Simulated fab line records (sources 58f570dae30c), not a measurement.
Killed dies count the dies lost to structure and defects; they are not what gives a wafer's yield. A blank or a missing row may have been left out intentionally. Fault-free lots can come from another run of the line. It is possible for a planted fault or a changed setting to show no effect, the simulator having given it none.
Which tool was responsible? -- flow berkeley cmos170 -- 15 lots with 45 wafers sampled at 6 steps, on a route of 331 steps

## WHAT THE GAUGES SHOWED, per wafer
UCB170_SDANNEAL_RS_MEAS_02: measures by four-point-probe.
lot,measured,on,PSD_RS (ohm/sq)
L587,day 9 04:21,film metro-02,75.2 75.3 74.9
L582,day 9 04:28,film metro-04,75.5 75.5 75.5
L584,day 9 04:28,film metro-01,75.6 75.6 75.3
L583,day 9 04:55,film metro-01,76.1 76.0 76.1
L588,day 9 05:15,film metro-04,75.9 75.6 76.0
L589,day 9 05:18,film metro-02,75.6 74.9 75.6
L591,day 9 17:41,film metro-01,75.7 75.2 75.5
L592,day 10 10:34,film metro-01,75.4 75.8 75.7
L594,day 10 10:52,film metro-02,75.5 75.2 75.4
L593,day 10 19:36,film metro-02,75.9 75.9 75.6
L596,day 10 20:29,film metro-02,75.4 76.1 75.3
L599,day 11 22:59,film metro-04,75.6 75.6 75.5
L602,day 11 23:15,film metro-01,75.6 74.9 75.4
L600,day 12 01:13,film metro-02,75.4 75.3 75.1
L603,day 12 01:41,film metro-02,75.1 75.0 75.0

UCB170_M2_RS_MEAS_02: measures by four-point-probe.
lot,measured,on,M2_AL_RS (ohm/sq)
L587,day 9 15:22,film metro-03,0.0320 0.0319 0.0319
L582,day 9 21:23,film metro-03,0.0313 0.0313 0.0314
L584,day 9 21:23,film metro-04,0.0315 0.0320 0.0320
L583,day 9 22:05,film metro-03,0.0323 0.0322 0.0323
L588,day 9 21:54,film metro-04,0.0321 0.0319 0.0322
L589,day 9 22:38,film metro-03,0.0324 0.0323 0.0330
L591,day 10 11:05,film metro-03,0.0321 0.0322 0.0323
L592,day 10 23:43,film metro-03,0.0318 0.0320 0.0321
L594,day 11 00:59,film metro-03,- - -
L593,day 11 08:11,film metro-03,- - -
L596,day 11 08:20,film metro-01,- - -
L599,day 12 10:17,film metro-04,0.0317 0.0317 0.0315
L602,day 12 11:44,film metro-01,0.0321 0.0326 0.0321
L600,day 12 14:59,film metro-01,0.0315 0.0314 0.0315
L603,day 12 14:43,film metro-01,0.0318 0.0320 0.0320

UCB170_M2_THK_MEAS_03: measures by xrf.
lot,measured,on,M2_AL_THK (nm)
L587,day 9 15:28,film metro-03,923 921 924
L582,day 9 21:29,film metro-03,940 937 934
L584,day 9 21:29,film metro-04,933 913 923
L583,day 9 22:12,film metro-03,913 914 906
L588,day 9 22:01,film metro-04,918 912 907
L589,day 9 22:46,film metro-03,909 909 894
L591,day 10 11:11,film metro-03,917 914 912
L592,day 10 23:50,film metro-03,922 924 914
L594,day 11 01:07,film metro-03,<0 <0 <0
L593,day 11 08:17,film metro-03,<0 <0 <0
L596,day 11 08:28,film metro-01,<0 <0 <0
L599,day 12 10:23,film metro-04,930 924 934
L602,day 12 11:52,film metro-01,918 904 911
L600,day 12 15:05,film metro-01,935 932 936
L603,day 12 14:49,film metro-01,917 919 916

UCB170_M2_CD_MEAS_15: target cd 700 nm.
lot,measured,on,cd nm (nm)
L587,day 9 17:19,cd sem-01,701.6 701.6 700.3
L582,day 10 01:30,cd sem-02,700.3 701.6 700.9
L584,day 10 00:50,cd sem-02,699.1 699.1 699.6
L583,day 10 01:55,cd sem-01,703.1 701.2 700.9
L588,day 10 01:37,cd sem-02,701.4 698.7 698.8
L589,day 10 02:17,cd sem-01,700.5 701.5 699.6
L591,day 10 12:52,cd sem-02,702.9 702.0 702.4
L592,day 11 01:55,cd sem-02,696.0 696.5 694.4
L594,day 11 03:19,cd sem-01,699.2 699.7 699.7
L593,day 11 10:40,cd sem-02,700.0 701.1 699.6
L596,day 11 11:04,cd sem-01,702.4 703.0 701.3
L599,day 12 12:02,cd sem-01,699.6 699.0 699.5
L602,day 12 13:49,cd sem-02,698.0 698.4 699.2
L600,day 12 17:41,cd sem-01,700.4 700.8 701.5
L603,day 12 17:25,cd sem-02,701.5 701.0 699.9

## EACH LOT AND THE TOOL THAT RAN IT (in order: tool; ch and the chambers of the sampled wafers; start)
lot,UCB170_M1_STRIP_13,UCB170_M2_SPUTTER_01
L587,"plasma asher-02 ch 0,1, day 9 11:19","pvd sputter-02, day 9 15:14"
L582,"plasma asher-01 ch 0,1, day 9 15:17","pvd sputter-04, day 9 21:16"
L584,"plasma asher-02 ch 0,1, day 9 15:02","pvd sputter-02, day 9 21:16"
L583,"plasma asher-03 ch 0, day 9 15:11","pvd sputter-02, day 9 21:59"
L588,"plasma asher-01 ch 0,1, day 9 15:44","pvd sputter-04, day 9 21:49"
L589,"plasma asher-03 ch 0,1, day 9 15:33","pvd sputter-03, day 9 22:34"
L591,"plasma asher-03 ch 0,1, day 10 06:38","pvd sputter-04, day 10 10:58"
L592,"plasma asher-03 ch 0,1, day 10 19:34","pvd sputter-03, day 10 23:38"
L594,"plasma asher-01 ch 0,1, day 10 19:39","pvd sputter-02, day 11 00:55"
L593,"plasma asher-01 ch 0, day 11 02:22","pvd sputter-04, day 11 08:04"
L596,"plasma asher-01 ch 0,1, day 11 03:16","pvd sputter-03, day 11 08:16"
L599,"plasma asher-02 ch 0,1, day 12 05:53","pvd sputter-02, day 12 10:11"
L602,"plasma asher-01 ch 0,1, day 12 07:39","pvd sputter-04, day 12 11:40"
L600,"plasma asher-02 ch 0,1, day 12 09:43","pvd sputter-04, day 12 14:52"
L603,"plasma asher-03 ch 0,1, day 12 09:59","pvd sputter-02, day 12 14:35"
- UCB170_M1_STRIP_13: strips in O2.
- UCB170_M2_SPUTTER_01: material Al, target thk 900 nm, time 120 s.

## WHAT THE TOOLS THEMSELVES READ (means of the sampled wafers that have a number; where no wafer has one, the mark that the record gives instead)
UCB170_M1_STRIP_13.
lot,tool,drypump motor current A (A),o2 flow sccm (sccm),oes product au (a.u.)
L587,plasma asher-02,6.2,400.2,0.719
L582,plasma asher-01,6.0,399.4,0.714
L584,plasma asher-02,6.2,399.2,0.719
L583,plasma asher-03,5.3,400.2,0.721
L588,plasma asher-01,6.0,399.6,0.722
L589,plasma asher-03,5.4,400.4,0.720
L591,plasma asher-03,5.4,400.7,0.719
L592,plasma asher-03,5.3,400.7,0.719
L594,plasma asher-01,6.0,400.2,0.720
L593,plasma asher-01,6.0,399.1,0.719
L596,plasma asher-01,6.0,399.6,0.717
L599,plasma asher-02,6.0,401.1,0.719
L602,plasma asher-01,6.1,400.2,0.720
L600,plasma asher-02,6.2,401.1,0.718
L603,plasma asher-03,5.3,399.4,0.723

UCB170_M2_SPUTTER_01.
lot,tool,cathode dc power W (W),chamber pressure pa (Pa),throttle valve pct (%)
L587,pvd sputter-02,5999.5,0.4998,28.8
L582,pvd sputter-04,6000.0,0.4996,29.3
L584,pvd sputter-02,6000.0,0.5001,29.3
L583,pvd sputter-02,5999.7,0.5000,28.4
L588,pvd sputter-04,6000.0,0.5001,29.1
L589,pvd sputter-03,5999.6,0.5000,28.7
L591,pvd sputter-04,6001.0,0.4991,29.2
L592,pvd sputter-03,5999.3,0.4996,30.0
L594,pvd sputter-02,-,-,-
L593,pvd sputter-04,-,-,-
L596,pvd sputter-03,-,-,-
L599,pvd sputter-02,6000.7,0.4990,29.8
L602,pvd sputter-04,5999.8,0.4998,28.5
L600,pvd sputter-04,5999.7,0.5001,27.7
L603,pvd sputter-02,5998.9,0.4998,29.8

## THE ANSWER, worked out from the rows above alone
Rule: usual is defined by the lots themselves. The widest of any qualifying gaps counts: lots, ordered by their means at a reading, are off when they make up no more than a third of the lots, leave a main group of 4 or more, and stand apart from it by 3 or more times the standard deviation of that group's means. The tables above print the reading to a certain number of digits; a main group whose means all agree to those digits is not used. A lot without any number at a reading at which 4 lots or more have one is off too. The other lots that the step has rows for count as sound. Order of review: gauges by route order, followed by the tools' own readings, for which a lot's mean as printed above is used. The first step at which some lot is off is used, and at that step the reading that is off furthest; a lot without a number counts as furthest.
Off: L594, L593, L596, seen at UCB170_M2_RS_MEAS_02 (M2_AL_RS). Without a number there: L594, L593, L596. Mean 0.0320 ohm/sq and standard deviation 0.00034 in the main group.
If a tool, at a process step before that reading, ran all the lots that are off and no sound lot after the first of them, it fits. Not tried: the gauges at UCB170_M2_RS_MEAS_02; whatever is off there is also off at UCB170_M2_SPUTTER_01, on other tools, and gauge error can't account for it. No candidate that was tried fits.

## WHAT THE SIMULATOR PUT IN
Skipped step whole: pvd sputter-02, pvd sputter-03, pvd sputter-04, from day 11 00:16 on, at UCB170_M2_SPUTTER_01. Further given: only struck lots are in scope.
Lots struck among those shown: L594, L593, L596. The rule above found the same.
